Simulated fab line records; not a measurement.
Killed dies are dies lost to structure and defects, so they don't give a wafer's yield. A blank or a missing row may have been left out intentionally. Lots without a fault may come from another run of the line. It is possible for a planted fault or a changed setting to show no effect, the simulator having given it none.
Which tool was responsible? :: flow berkeley cmos170 :: Sampling: 14 lots, 42 wafers, 6 of 331 route steps

WHAT THE GAUGES SHOWED, per wafer
UCB170_SACOX_THK_MEAS_02.
lot: L576
measured: day 5 01:52
on: film metro-04
SACOX_OXIDE_THK (nm): 14.63 14.82 14.73

lot: L578
measured: day 5 11:46
on: film metro-03
SACOX_OXIDE_THK (nm): 14.38 14.17 14.33

lot: L580
measured: day 5 19:26
on: film metro-01
SACOX_OXIDE_THK (nm): 14.20 14.29 14.50

lot: L581
measured: day 6 05:32
on: film metro-04
SACOX_OXIDE_THK (nm): 14.28 14.42 14.27

lot: L582
measured: day 6 22:15
on: film metro-03
SACOX_OXIDE_THK (nm): 14.44 14.24 14.40

lot: L584
measured: day 6 22:15
on: film metro-04
SACOX_OXIDE_THK (nm): 14.48 14.58 14.43

lot: L589
measured: day 7 22:43
on: film metro-03
SACOX_OXIDE_THK (nm): 14.87 14.91 14.80

lot: L590
measured: day 8 14:25
on: film metro-03
SACOX_OXIDE_THK (nm): 14.49 14.76 14.45

lot: L591
measured: day 8 14:25
on: film metro-01
SACOX_OXIDE_THK (nm): 14.43 14.23 14.27

lot: L592
measured: day 8 14:26
on: film metro-04
SACOX_OXIDE_THK (nm): 14.76 15.07 14.84

lot: L594
measured: day 8 23:49
on: film metro-03
SACOX_OXIDE_THK (nm): 14.52 14.86 14.50

lot: L595
measured: day 8 23:49
on: film metro-01
SACOX_OXIDE_THK (nm): 14.01 14.05 13.95

lot: L597
measured: day 9 12:55
on: film metro-03
SACOX_OXIDE_THK (nm): 14.05 14.10 14.32

lot: L598
measured: day 9 22:32
on: film metro-03
SACOX_OXIDE_THK (nm): 14.64 14.43 14.24

UCB170_NLDD_TW_MEAS_11.
lot: L576
measured: day 6 03:41
on: film metro-01
NLDD_TW: 2219 2224 2243

lot: L578
measured: day 6 11:25
on: film metro-03
NLDD_TW: 2224 2218 2222

lot: L580
measured: day 6 22:03
on: film metro-01
NLDD_TW: 2218 2227 2243

lot: L581
measured: day 7 16:10
on: film metro-03
NLDD_TW: 2225 2235 2231

lot: L582
measured: day 8 05:37
on: film metro-02
NLDD_TW: 2201 2206 2191

lot: L584
measured: day 8 05:59
on: film metro-03
NLDD_TW: 2200 2201 2201

lot: L589
measured: day 9 03:51
on: film metro-02
NLDD_TW: 2126 2134 2133

lot: L590
measured: day 10 00:57
on: film metro-03
NLDD_TW: 2138 2143 2141

lot: L591
measured: day 10 01:13
on: film metro-03
NLDD_TW: 2200 2212 2205

lot: L592
measured: day 10 01:38
on: film metro-03
NLDD_TW: 2201 2209 2202

lot: L594
measured: day 10 08:31
on: film metro-03
NLDD_TW: 2211 2211 2201

lot: L595
measured: day 10 07:53
on: film metro-02
NLDD_TW: 2199 2200 2188

lot: L597
measured: day 10 19:57
on: film metro-03
NLDD_TW: 2213 2203 2209

lot: L598
measured: day 11 03:41
on: film metro-03
NLDD_TW: 2212 2209 2210

UCB170_SDANNEAL_RS_MEAS_05: measurement is done with a four-point probe.
lot: L576
measured: day 6 15:17
on: film metro-01
NLDD_RS (ohm/sq): 617.0 614.8 615.6

lot: L578
measured: day 6 23:46
on: film metro-03
NLDD_RS (ohm/sq): 614.4 616.9 615.7

lot: L580
measured: day 7 08:47
on: film metro-01
NLDD_RS (ohm/sq): 612.7 613.3 612.5

lot: L581
measured: day 8 03:43
on: film metro-03
NLDD_RS (ohm/sq): 616.1 614.8 617.5

lot: L582
measured: day 8 17:23
on: film metro-02
NLDD_RS (ohm/sq): 617.5 618.1 618.8

lot: L584
measured: day 8 17:02
on: film metro-03
NLDD_RS (ohm/sq): 615.2 613.6 615.2

lot: L589
measured: day 9 14:13
on: film metro-03
NLDD_RS (ohm/sq): 607.1 606.6 607.3

lot: L590
measured: day 10 14:35
on: film metro-01
NLDD_RS (ohm/sq): 606.4 606.6 604.7

lot: L591
measured: day 10 14:25
on: film metro-02
NLDD_RS (ohm/sq): 616.5 616.8 617.6

lot: L592
measured: day 10 14:01
on: film metro-01
NLDD_RS (ohm/sq): 615.5 615.5 616.3

lot: L594
measured: day 10 19:55
on: film metro-01
NLDD_RS (ohm/sq): 616.7 617.7 617.7

lot: L595
measured: day 10 19:31
on: film metro-03
NLDD_RS (ohm/sq): 614.2 615.1 614.1

lot: L597
measured: day 11 05:42
on: film metro-02
NLDD_RS (ohm/sq): 617.8 618.0 618.2

lot: L598
measured: day 11 14:18
on: film metro-01
NLDD_RS (ohm/sq): 616.7 616.0 615.7

UCB170_V2_THK_MEAS_04.
lot: L576
measured: day 7 11:55
on: film metro-01
V2_POLISHED_THK (nm): 998.1 997.2 997.1

lot: L578
measured: day 7 19:46
on: film metro-01
V2_POLISHED_THK (nm): 1000.5 1002.0 1001.8

lot: L580
measured: day 8 05:39
on: film metro-03
V2_POLISHED_THK (nm): 999.1 999.3 998.4

lot: L581
measured: day 9 00:59
on: film metro-03
V2_POLISHED_THK (nm): 999.7 999.9 999.0

lot: L582
measured: day 9 14:10
on: film metro-04
V2_POLISHED_THK (nm): 1000.1 999.6 998.9

lot: L584
measured: day 9 13:37
on: film metro-01
V2_POLISHED_THK (nm): 1000.0 999.8 1000.3

lot: L589
measured: day 10 11:29
on: film metro-04
V2_POLISHED_THK (nm): 1001.2 999.0 998.5

lot: L590
measured: day 11 09:22
on: film metro-04
V2_POLISHED_THK (nm): 999.2 999.1 1000.1

lot: L591
measured: day 11 12:18
on: film metro-01
V2_POLISHED_THK (nm): 1000.3 997.4 998.9

lot: L592
measured: day 11 09:31
on: film metro-01
V2_POLISHED_THK (nm): 1001.4 1002.2 1000.5

lot: L594
measured: day 11 18:50
on: film metro-03
V2_POLISHED_THK (nm): 1001.6 1002.0 1002.0

lot: L595
measured: day 11 19:19
on: film metro-03
V2_POLISHED_THK (nm): 1001.8 998.9 1002.3

lot: L597
measured: day 12 04:21
on: film metro-01
V2_POLISHED_THK (nm): 1000.4 1002.0 1002.0

lot: L598
measured: day 12 10:13
on: film metro-01
V2_POLISHED_THK (nm): 997.7 999.7 1000.7

WHAT TOOL EACH LOT RAN ON (gives the tool, then ch and the chambers of the sampled wafers, and finally the start)
lot: L576
UCB170_NLDD_IMPLANT_09: implanter-01 ch 0, day 6 03:27
UCB170_V1_ETCH_14: rie diel-04 ch 2,3, day 7 07:17

lot: L578
UCB170_NLDD_IMPLANT_09: implanter-03 ch 0, day 6 11:11
UCB170_V1_ETCH_14: rie diel-04 ch 0,1,3, day 7 15:28

lot: L580
UCB170_NLDD_IMPLANT_09: implanter-03 ch 0, day 6 21:48
UCB170_V1_ETCH_14: rie diel-03 ch 0,1,3, day 8 00:16

lot: L581
UCB170_NLDD_IMPLANT_09: implanter-03 ch 0, day 7 15:55
UCB170_V1_ETCH_14: rie diel-02 ch 1,2, day 8 21:04

lot: L582
UCB170_NLDD_IMPLANT_09: implanter-03 ch 0, day 8 05:23
UCB170_V1_ETCH_14: rie diel-03 ch 0,1,2, day 9 09:40

lot: L584
UCB170_NLDD_IMPLANT_09: implanter-01 ch 0, day 8 05:45
UCB170_V1_ETCH_14: rie diel-02 ch 0,3, day 9 09:11

lot: L589
UCB170_NLDD_IMPLANT_09: implanter-01 ch 0, day 9 03:37
UCB170_V1_ETCH_14: rie diel-03 ch 0,1,2, day 10 06:02

lot: L590
UCB170_NLDD_IMPLANT_09: implanter-01 ch 0, day 10 00:42
UCB170_V1_ETCH_14: rie diel-02 ch 0,1,3, day 11 05:39

lot: L591
UCB170_NLDD_IMPLANT_09: implanter-02 ch 0, day 10 00:58
UCB170_V1_ETCH_14: rie diel-03 ch 1,2, day 11 06:08

lot: L592
UCB170_NLDD_IMPLANT_09: implanter-03 ch 0, day 10 01:25
UCB170_V1_ETCH_14: rie diel-04 ch 2,3, day 11 05:54

lot: L594
UCB170_NLDD_IMPLANT_09: implanter-03 ch 0, day 10 08:16
UCB170_V1_ETCH_14: rie diel-04 ch 0,2,3, day 11 14:48

lot: L595
UCB170_NLDD_IMPLANT_09: implanter-02 ch 0, day 10 07:38
UCB170_V1_ETCH_14: rie diel-03 ch 1,3, day 11 14:55

lot: L597
UCB170_NLDD_IMPLANT_09: implanter-03 ch 0, day 10 19:42
UCB170_V1_ETCH_14: rie diel-03 ch 1,2,3, day 11 22:44

lot: L598
UCB170_NLDD_IMPLANT_09: implanter-02 ch 0, day 11 03:27
UCB170_V1_ETCH_14: rie diel-02 ch 1,2,3, day 12 04:49
- UCB170_NLDD_IMPLANT_09
- UCB170_V1_ETCH_14: etches SiO2 in CHF3/CF4/Ar, stops on Al, target depth 1250 nm, time 291 s.

WHAT THE TOOLS THEMSELVES READ (means of the sampled wafers that have a number; where no wafer has one, the mark that the record gives instead)
UCB170_NLDD_IMPLANT_09.
lot: L576
tool: implanter-01
beam energy keV: 29.997
beam on s (s): 9.94
dose ions cm2: 5.002e+13

lot: L578
tool: implanter-03
beam energy keV: 30.013
beam on s (s): 10.01
dose ions cm2: 5.003e+13

lot: L580
tool: implanter-03
beam energy keV: 30.002
beam on s (s): 10.05
dose ions cm2: 5.005e+13

lot: L581
tool: implanter-03
beam energy keV: 30.003
beam on s (s): 10.01
dose ions cm2: 5.008e+13

lot: L582
tool: implanter-03
beam energy keV: 30.001
beam on s (s): 10.20
dose ions cm2: 5.007e+13

lot: L584
tool: implanter-01
beam energy keV: 30.001
beam on s (s): 9.91
dose ions cm2: 5.001e+13

lot: L589
tool: implanter-01
beam energy keV: 24.198
beam on s (s): 10.08
dose ions cm2: 5.008e+13

lot: L590
tool: implanter-01
beam energy keV: 24.200
beam on s (s): 9.92
dose ions cm2: 4.997e+13

lot: L591
tool: implanter-02
beam energy keV: 29.998
beam on s (s): 10.02
dose ions cm2: 4.999e+13

lot: L592
tool: implanter-03
beam energy keV: 29.996
beam on s (s): 9.90
dose ions cm2: 4.998e+13

lot: L594
tool: implanter-03
beam energy keV: 30.002
beam on s (s): 9.97
dose ions cm2: 4.997e+13

lot: L595
tool: implanter-02
beam energy keV: 30.006
beam on s (s): 9.87
dose ions cm2: 5.004e+13

lot: L597
tool: implanter-03
beam energy keV: 30.005
beam on s (s): 10.03
dose ions cm2: 4.993e+13

lot: L598
tool: implanter-02
beam energy keV: 30.007
beam on s (s): 10.11
dose ions cm2: 5.003e+13

UCB170_V1_ETCH_14.
lot: L576
tool: rie diel-04
CHF3_flow_sccm (sccm): 45.13
drypump motor current A (A): 5.7
oes product au (a.u.): 0.879
throttle valve pct (%): 7.06

lot: L578
tool: rie diel-04
CHF3_flow_sccm (sccm): 45.02
drypump motor current A (A): 6.1
oes product au (a.u.): 0.873
throttle valve pct (%): 6.94

lot: L580
tool: rie diel-03
CHF3_flow_sccm (sccm): 44.94
drypump motor current A (A): 6.0
oes product au (a.u.): 0.877
throttle valve pct (%): 6.83

lot: L581
tool: rie diel-02
CHF3_flow_sccm (sccm): 44.90
drypump motor current A (A): 5.4
oes product au (a.u.): 0.890
throttle valve pct (%): 6.87

lot: L582
tool: rie diel-03
CHF3_flow_sccm (sccm): 44.93
drypump motor current A (A): 5.5
oes product au (a.u.): 0.880
throttle valve pct (%): 6.89

lot: L584
tool: rie diel-02
CHF3_flow_sccm (sccm): 45.04
drypump motor current A (A): 5.9
oes product au (a.u.): 0.869
throttle valve pct (%): 7.12

lot: L589
tool: rie diel-03
CHF3_flow_sccm (sccm): 45.01
drypump motor current A (A): 5.5
oes product au (a.u.): 0.876
throttle valve pct (%): 6.89

lot: L590
tool: rie diel-02
CHF3_flow_sccm (sccm): 45.13
drypump motor current A (A): 5.9
oes product au (a.u.): 0.865
throttle valve pct (%): 6.98

lot: L591
tool: rie diel-03
CHF3_flow_sccm (sccm): 44.97
drypump motor current A (A): 5.5
oes product au (a.u.): 0.884
throttle valve pct (%): 6.83

lot: L592
tool: rie diel-04
CHF3_flow_sccm (sccm): 45.01
drypump motor current A (A): 5.7
oes product au (a.u.): 0.873
throttle valve pct (%): 7.05

lot: L594
tool: rie diel-04
CHF3_flow_sccm (sccm): 44.86
drypump motor current A (A): 5.9
oes product au (a.u.): 0.876
throttle valve pct (%): 7.03

lot: L595
tool: rie diel-03
CHF3_flow_sccm (sccm): 44.96
drypump motor current A (A): 6.2
oes product au (a.u.): 0.871
throttle valve pct (%): 6.76

lot: L597
tool: rie diel-03
CHF3_flow_sccm (sccm): 45.19
drypump motor current A (A): 5.7
oes product au (a.u.): 0.871
throttle valve pct (%): 6.82

lot: L598
tool: rie diel-02
CHF3_flow_sccm (sccm): 44.95
drypump motor current A (A): 5.5
oes product au (a.u.): 0.880
throttle valve pct (%): 7.00

THE ANSWER, worked out from the rows above alone
Rule: what is usual is taken from the lots themselves. The widest of any qualifying gaps counts: lots, ordered by their means at a reading, are off when they make up no more than a third of the lots, leave a main group of 4 or more, and stand apart from it by 3 or more times the standard deviation of that group's means. A main group is skipped when, at the precision printed for the reading in the tables above, its means are all equal. Also off: a lot with no number at a reading for which 4 or more lots have one. Where the step has rows for the other lots, those lots are counted as sound. First the gauges in route order, then the tools' own readings, where a lot's mean is used as printed above. At the first step where some lot is off, the reading lying furthest off is the one used; lots without a number count as furthest.
Off: at UCB170_NLDD_TW_MEAS_11 (NLDD_TW), L589, L590. For the main group the mean is 2212 and the standard deviation 12.
If a tool, at a process step before that reading, ran all the lots that are off and no sound lot after the first of them, it fits. The gauges at UCB170_NLDD_TW_MEAS_11 aren't tried: what is off there is off at UCB170_NLDD_IMPLANT_09 too, on other tools, and a gauge's error can't cause that. One fits: implanter-01 at UCB170_NLDD_IMPLANT_09. Its last sound lot is L584 (day 8 05:45), its first lot that is off L589 (day 9 03:37): a fault that began between those two fits.
The tool's own readings at UCB170_NLDD_IMPLANT_09 bear it out: on the lots that are off they differ by more than 5 times the standard deviation of the sound lots' means. beam energy keV reads 24.199 there against 30.003 on the sound lots.

WHAT THE SIMULATOR HAD INSERTED
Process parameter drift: implanter-01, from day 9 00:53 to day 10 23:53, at UCB170_NLDD_IMPLANT_09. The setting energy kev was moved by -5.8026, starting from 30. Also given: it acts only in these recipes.
Lots struck among those shown: L589, L590. The rule above reached the same finding.
